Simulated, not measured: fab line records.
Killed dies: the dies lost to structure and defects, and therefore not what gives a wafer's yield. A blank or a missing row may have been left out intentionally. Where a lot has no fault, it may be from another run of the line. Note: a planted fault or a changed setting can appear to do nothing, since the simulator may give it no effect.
fab line records	flow berkeley-cmos170
record: lots: 6	wafers: 18	last-day: 10
route steps=331 shown CONTACT@232 M1@238
lots that met no fault: from a run of the same line without faults
start-h: start of the lot's first displayed wafer, in hours after the record's first day	wait-h: time in hours since the lot's previous step	" same as the row above	L1.1+2: several wafers, shown together as one row	- no value, or no start given	* or withheld: withheld	< > ~ a bound
route shown NAME@n: names a module that has steps shown in the file, with the first one's number in the route	usual: mean/standard deviation of fault-free wafers	same: alike in all rows	chamber/n: place in a boat	sites: each site's reading	_std_site: their standard deviation	_edge_site: mean of outer sites minus mean of inner sites	radius-mm: for every site, how far away it sits from the centre of the wafer	mask NAME#n: copy n	behind: the last tool/chamber to shape the wafer	hold: why the lot was held/for how many hours/how that ended	device: names the non-switching transistor (n, p or np)	end of line: at the end of the route, the tests of the same wafers	a step with no rows: only its recipe	killed: the dies lost at the first sort to structure and to defects; this is not the yield of the wafer	map: per-die view of a wafer (x killed, . not killed, _ where there is no die)
set.NAME: the setting that was run; set.NAME@STEP: the one run at that earlier step	model.NAME: the simulator's own value behind a step, which no gauge read
lots at selected steps of the route; one table per step, one row per wafer
services: from which hour (start-h, from the record's first day; less than 0 if before it) a tool's chamber was out of use, for how many hours, and why
== steps ==
step: UCB170_CONTACT_OVL_MEAS_16
usual: CONTACT_OVL: 6/6.3
lot.wafer	tool	chamber	start-h	wait-h	CONTACT_OVL[nm]
L219.2	overlay-02	-	166.26	0.1	10
L219.3	"	-	"	"	2
L219.5	"	-	"	"	4
L224.1	overlay-01	-	188.78	0.1	13
L224.5	"	-	"	"	8
L224.6	"	-	"	"	4
L223.1	overlay-02	-	189.06	0.1	8
L223.3	"	-	"	"	6
L223.4	"	-	"	"	9
L227.1	overlay-01	-	207.56	0.1	8
L227.2	"	-	"	"	12
L227.3	"	-	"	"	4
L230.1	overlay-02	-	218.17	0.1	17
L230.2	"	-	"	"	18
L230.3	"	-	"	"	9
L231.1	overlay-01	-	226.89	0.1	1
L231.3	"	-	"	"	2
L231.6	"	-	"	"	10
step: UCB170_CONTACT_ETCH_17
recipe: chemistry: N2/H2	target-depth-a: withheld	overetch-a: withheld	target: BARC	time-s: withheld	source-w: 500	bias-w: 100	pressure-mtorr: 30	n2-flow-sccm: 100	h2-flow-sccm: 200
usual: drypump-motor-current-A: 6.0/0.59	h2-flow-sccm: 200.1/0.62	oes-product-au: 0.998/0.019	throttle-valve-pct: 13.23/0.19
lot.wafer	tool	chamber	start-h	wait-h	drypump-motor-current-A	h2-flow-sccm	oes-product-au	throttle-valve-pct
L219.2	rie-diel-01	1	166.29	0.0	5.3	200.5	1.003	13.00
L219.3	"	3	"	"	6.2	199.8	0.999	13.33
L219.5	"	2	"	"	6.6	199.7	1.022	13.01
L224.1	rie-diel-01	3	188.82	0.0	6.3	200.1	1.024	13.32
L224.5	"	0	"	"	6.7	200.1	0.991	13.51
L224.6	"	1	"	"	5.3	200.7	1.010	13.01
L223.1	rie-diel-02	0	189.09	0.0	5.7	200.5	1.007	13.03
L223.3	"	2	"	"	5.4	199.5	0.966	13.38
L223.4	"	3	"	"	6.7	200.5	0.987	13.38
L227.1	rie-diel-02	1	207.60	0.0	5.7	200.1	1.002	13.22
L227.2	"	3	"	"	6.7	200.0	1.002	13.37
L227.3	"	2	"	"	5.4	199.3	0.969	13.39
L230.1	rie-diel-02	0	218.20	0.0	5.7	199.6	1.005	13.02
L230.2	"	2	"	"	5.4	199.9	0.958	13.41
L230.3	"	3	"	"	6.6	199.8	0.983	13.36
L231.1	rie-diel-04	2	226.93	0.0	6.7	200.5	0.991	13.07
L231.3	"	1	"	"	5.6	200.2	1.003	13.08
L231.6	"	1	"	"	5.6	199.6	0.995	13.08
step: UCB170_CONTACT_ETCH_18
recipe: chemistry: CHF3/CF4/Ar	target: PSG	stop-on: TiSi2	CHF3_flow_sccm: 45	cf4-flow-sccm: 15	Ar_flow_sccm: 150	pressure-mtorr: 200	rf-w: 700	target-depth-a: 8400	over-etch-frac: 0.2	time-s: 195
usual: drypump-motor-current-A: 6.0/0.59	mfc-ar-sccm: 150.0/0.47	oes-product-au: 0.893/0.015	throttle-valve-pct: 6.88/0.13
lot.wafer	tool	chamber	start-h	wait-h	drypump-motor-current-A	mfc-ar-sccm	oes-product-au	rf-hours-counter-h	throttle-valve-pct
L219.2	rie-diel-01	1	-	-	5.4	150.1	0.903	77	6.69
L219.3	"	3	"	"	6.3	149.9	0.894	64	6.98
L219.5	"	2	"	"	6.6	150.6	0.902	-	6.75
L224.1	rie-diel-01	3	-	-	6.3	150.3	0.905	65	7.00
L224.5	"	0	"	"	6.7	150.6	0.889	-	7.02
L224.6	"	1	"	"	5.3	149.8	0.914	-	6.70
L223.1	rie-diel-02	0	-	-	5.7	149.9	0.889	84	6.76
L223.3	"	2	"	"	5.4	150.0	0.860	69	7.00
L223.4	"	3	"	"	6.6	149.6	0.882	98	6.93
L227.1	rie-diel-02	1	-	-	5.7	150.3	0.894	79	6.84
L227.2	"	3	"	"	6.6	150.7	0.875	100	6.94
L227.3	"	2	"	"	5.4	149.2	0.871	71	7.00
L230.1	rie-diel-02	0	-	-	5.7	149.4	0.893	86	6.76
L230.2	"	2	"	"	5.4	149.5	0.857	71	7.00
L230.3	"	3	"	"	6.6	149.4	0.874	100	6.94
L231.1	rie-diel-04	2	-	-	6.7	149.9	0.882	55	6.79
L231.3	"	1	"	"	5.7	149.8	0.899	-	6.75
L231.6	"	1	"	"	5.7	149.8	0.900	-	6.77
step: UCB170_CONTACT_STRIP_19
recipe: chemistry: O2	power-w: 400	pressure-mtorr: 3500	platen-temp-c: withheld	o2-flow-sccm: 400	overash-fraction: 0.5
usual: drypump-motor-current-A: 5.7/0.45	o2-flow-sccm: 400.3/1.2	oes-product-au: 0.726/0.0043
lot.wafer	tool	chamber	start-h	wait-h	drypump-motor-current-A	o2-flow-sccm	oes-product-au	rf-hours-counter-h
L219.2	plasma-asher-02	0	166.45	-	5.3	399.2	0.727	40
L219.3	"	0	"	"	5.3	396.7	0.725	-
L219.5	"	0	"	"	5.3	398.5	0.728	-
L224.1	plasma-asher-03	1	188.98	-	5.3	401.3	0.732	45
L224.5	"	1	"	"	5.4	401.3	0.725	-
L224.6	"	0	"	"	5.2	401.5	0.721	-
L223.1	plasma-asher-04	1	189.26	-	5.9	398.4	0.720	8
L223.3	"	0	"	"	6.2	398.3	0.722	-
L223.4	"	1	"	"	6.0	399.1	0.725	-
L227.1	plasma-asher-03	0	207.76	-	5.2	397.2	0.726	48
L227.2	"	1	"	"	5.4	400.7	0.723	48
L227.3	"	1	"	"	5.3	400.5	0.727	-
L230.1	plasma-asher-04	1	218.37	-	6.0	401.8	0.720	12
L230.2	"	0	"	"	6.2	400.0	0.728	12
L230.3	"	0	"	"	6.2	400.8	0.727	-
L231.1	plasma-asher-03	1	227.18	-	5.4	399.7	0.727	50
L231.3	"	0	"	"	5.2	402.4	0.723	-
L231.6	"	0	"	"	5.2	401.8	0.725	-
step: UCB170_CONTACT_CD_MEAS_90
recipe: target-cd-nm: 700
usual: cd-nm: 700.1/1.2
lot.wafer	tool	chamber	start-h	wait-h	cd-nm
L219.2	cd-sem-01	-	166.57	0.1	699.3
L219.3	"	-	"	"	699.4
L219.5	"	-	"	"	700.7
L224.1	cd-sem-02	-	189.08	0.1	702.2
L224.5	"	-	"	"	700.7
L224.6	"	-	"	"	701.2
L223.1	cd-sem-01	-	189.36	0.1	701.4
L223.3	"	-	"	"	698.9
L223.4	"	-	"	"	700.8
L227.1	cd-sem-01	-	207.86	0.1	698.7
L227.2	"	-	"	"	700.7
L227.3	"	-	"	"	698.8
L230.1	cd-sem-02	-	218.47	0.1	701.0
L230.2	"	-	"	"	700.2
L230.3	"	-	"	"	700.3
L231.1	cd-sem-02	-	227.28	0.1	698.2
L231.3	"	-	"	"	697.7
L231.6	"	-	"	"	698.9
step: UCB170_CONTACT_CLEAN_20
recipe: chemistry: SPM	temp-c: 120	time-s: 600
step: UCB170_M1_SPUTTER_00
recipe: material: Al	target-thk-nm: 600	time-s: 80	power-w: 6000	chamber-pressure-pa: 0.5
usual: throttle-valve-pct: 29.9/1.2
lot.wafer	tool	chamber	start-h	wait-h	throttle-valve-pct
L219.2	pvd-sputter-04	-	166.85	0.0	31.9
L219.3	"	-	"	"	28.5
L219.5	"	-	"	"	31.0
L224.1	pvd-sputter-01	-	189.38	0.0	28.2
L224.5	"	-	"	"	31.1
L224.6	"	-	"	"	29.3
L223.1	pvd-sputter-04	-	189.66	0.0	28.3
L223.3	"	-	"	"	31.4
L223.4	"	-	"	"	31.5
L227.1	pvd-sputter-02	-	208.16	0.0	30.0
L227.2	"	-	"	"	28.0
L227.3	"	-	"	"	30.5
L230.1	pvd-sputter-04	-	218.76	0.0	30.6
L230.2	"	-	"	"	31.9
L230.3	"	-	"	"	31.4
L231.1	pvd-sputter-02	-	227.59	0.0	29.7
L231.3	"	-	"	"	30.7
L231.6	"	-	"	"	28.0
step: UCB170_M1_RS_MEAS_01
recipe: thk-meas-gauge: four-point-probe	reads: Al_of_M1_SPUTTER_00
usual: M1_AL_RS: 0.0486/0.00051
lot.wafer	tool	chamber	start-h	wait-h	M1_AL_RS[ohm/sq]
L219.2	film-metro-04	-	166.93	0.1	0.0496
L219.3	"	-	"	"	0.0495
L219.5	"	-	"	"	0.0492
L224.1	film-metro-01	-	189.44	0.0	0.0478
L224.5	"	-	"	"	0.0482
L224.6	"	-	"	"	0.0478
L223.1	film-metro-02	-	189.72	0.0	0.0487
L223.3	"	-	"	"	0.0485
L223.4	"	-	"	"	0.0491
L227.1	film-metro-04	-	208.22	0.0	0.0488
L227.2	"	-	"	"	0.0492
L227.3	"	-	"	"	0.0493
L230.1	film-metro-01	-	218.84	0.0	0.0487
L230.2	"	-	"	"	0.0486
L230.3	"	-	"	"	0.0489
L231.1	film-metro-02	-	227.65	0.0	0.0477
L231.3	"	-	"	"	0.0478
L231.6	"	-	"	"	0.0481
step: UCB170_M1_THK_MEAS_02
recipe: thk-meas-gauge: xrf	reads: Al_of_M1_SPUTTER_00
usual: M1_AL_THK: 592/6.1
lot.wafer	tool	chamber	start-h	wait-h	M1_AL_THK[nm]
L219.2	film-metro-04	-	167.04	0.1	583
L219.3	"	-	"	"	586
L219.5	"	-	"	"	593
L224.1	film-metro-01	-	189.56	0.1	599
L224.5	"	-	"	"	596
L224.6	"	-	"	"	600
L223.1	film-metro-02	-	189.84	0.1	589
L223.3	"	-	"	"	593
L223.4	"	-	"	"	589
L227.1	film-metro-04	-	208.34	0.1	592
L227.2	"	-	"	"	590
L227.3	"	-	"	"	591
L230.1	film-metro-01	-	218.96	0.1	595
L230.2	"	-	"	"	597
L230.3	"	-	"	"	590
L231.1	film-metro-02	-	227.77	0.1	602
L231.3	"	-	"	"	599
L231.6	"	-	"	"	597
step: UCB170_M1_COAT_03
recipe: resist: BARC	temp-c: withheld	time-s: withheld	spin-rpm: 3000	resist-thk-nm: withheld
step: UCB170_M1_COAT_04
recipe: resist: KrF	spin-rpm: 1500	resist-thk-nm: 900
step: UCB170_M1_SOFTBAKE_05
recipe: resist: KrF	temp-c: 130	time-s: 60
step: UCB170_M1_EXPOSE_06
recipe: mask-id: METAL1	target-cd-nm: 700	na: 0.5	sigma-outer: 0.6	source-shape: conventional	dose-mj: 21
usual: exposure-dose-mJ-cm2: 21.003/0.018	focus-offset-nm: 0.0/0.49
lot.wafer	tool	chamber	start-h	wait-h	mask	exposure-dose-mJ-cm2	focus-offset-nm
L219.2	krf-scanner-01	0	167.56	-	METAL1#0	20.986	0.7
L219.3	"	0	"	"	METAL1#0	21.013	-0.1
L219.5	"	0	"	"	METAL1#0	20.987	1.0
L224.1	krf-scanner-01	-	190.11	-	METAL1#0	-	-
L224.5	"	-	"	"	METAL1#0	-	-
L224.6	"	-	"	"	METAL1#0	-	-
L223.1	krf-scanner-02	-	190.47	-	METAL1#0	-	-
L223.3	"	-	"	"	METAL1#0	-	-
L223.4	"	-	"	"	METAL1#0	-	-
L227.1	krf-scanner-02	0	209.58	-	METAL1#0	20.980	-0.3
L227.2	"	0	"	"	METAL1#0	21.005	-0.2
L227.3	"	0	"	"	METAL1#0	20.976	-0.6
L230.1	krf-scanner-01	0	219.73	-	METAL1#0	20.997	-1.1
L230.2	"	0	"	"	METAL1#0	21.000	-0.3
L230.3	"	0	"	"	METAL1#0	21.008	-0.3
L231.1	krf-scanner-02	0	228.46	-	METAL1#0	21.024	-0.4
L231.3	"	0	"	"	METAL1#0	20.985	0.2
L231.6	"	0	"	"	METAL1#0	20.989	-0.1
step: UCB170_M1_PEB_07
recipe: peb-temp-c: 130	peb-time-s: withheld	resist: KrF
== services ==
tool	chamber	start-h	hours	kind
rie-diel-04	-	143.42	3.1	repair
krf-scanner-01	-	166.21	0.8	pm
rie-diel-04	-	173.37	0.3	repair
krf-scanner-01	-	179.62	1.0	pm
krf-scanner-02	-	197.13	0.8	pm
krf-scanner-02	-	210.38	2.2	repair
rie-diel-01	0	210.72	-	clean
rie-diel-01	0	210.72	19.9	scheduled-down
rie-diel-01	0	210.72	19.9	vent-cycle
plasma-asher-04	-	214.28	1.0	repair
rie-diel-04	0	215.85	-	clean
rie-diel-04	0	215.85	13.0	scheduled-down
rie-diel-04	0	215.85	13.0	vent-cycle
rie-diel-01	-	223.27	15.6	pm
krf-scanner-01	-	225.76	1.3	pm
krf-scanner-02	-	227.06	1.0	pm
== key ==
first-sign: step: UCB170_M1_EXPOSE_06	reading: tool-record	direction: missing
effect none on later readings
met-at UCB170_M1_EXPOSE_06
struck-wafers L223.1,L223.3,L223.4,L224.1,L224.5,L224.6
later-rows-left-out L223.1,L223.3,L223.4,L224.1,L224.5,L224.6
sort-left-out L223.1,L223.3,L223.4,L224.1,L224.5,L224.6
onset-between 167.56 190.11
fault: kind: skipped-step-whole	tool: krf-scanner-01,krf-scanner-02	chamber: -	onset-h: 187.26	steps: UCB170_M1_EXPOSE_06	scope: struck-lots-only
sort-left-out: the simulated sort isn't trusted on such a fault, so these wafers' sort isn't shown, and their yield isn't known
later-rows-left-out: the simulator's readings of these wafers behind a module that went badly wrong aren't trusted and aren't shown, but for the sort
